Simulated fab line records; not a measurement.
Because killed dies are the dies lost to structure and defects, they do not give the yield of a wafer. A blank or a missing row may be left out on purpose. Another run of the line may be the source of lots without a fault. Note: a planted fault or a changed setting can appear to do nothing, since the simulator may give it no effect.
Which tool did it? | flow berkeley-cmos170 | 21 wafers sampled from 7 lots at 1 step of a route of 331

WHAT THE GAUGES READ, wafer by wafer
UCB170_FIELD_THK_MEAS_02.
lot  | measured    | on            | FIELD_OXIDE_THK (nm)
L970 | day 5 05:38 | film-metro-03 | 549 556 548
L977 | day 6 09:02 | film-metro-03 | 570 566 559
L981 | day 7 14:10 | film-metro-02 | 565 574 570
L983 | day 8 00:46 | film-metro-03 | 561 558 550
L986 | day 8 15:24 | film-metro-02 | 561 563 561
L988 | day 9 05:23 | film-metro-02 | 554 551 554
L991 | day 9 19:08 | film-metro-03 | 547 559 559

TOOL THAT RAN EACH LOT (tool first, then ch and the chambers of the sampled wafers, then the start)
The record holds no process step before these readings.

THE ANSWER, worked out from the rows above alone
Rule: what is usual is taken from the lots themselves. The widest of any qualifying gaps counts: lots, ordered by their means at a reading, are off when they make up no more than a third of the lots, leave a main group of 4 or more, and stand apart from it by 3 or more times the standard deviation of that group's means. The tables above print the reading to a certain number of digits; a main group whose means all agree to those digits is not used. A lot without any number at a reading at which 4 lots or more have one is off too. The other lots that the step has rows for count as sound.
Across all readings shown, no lot is off: no conclusion can be drawn from this.

WHAT HAD BEEN PUT IN BY THE SIMULATOR
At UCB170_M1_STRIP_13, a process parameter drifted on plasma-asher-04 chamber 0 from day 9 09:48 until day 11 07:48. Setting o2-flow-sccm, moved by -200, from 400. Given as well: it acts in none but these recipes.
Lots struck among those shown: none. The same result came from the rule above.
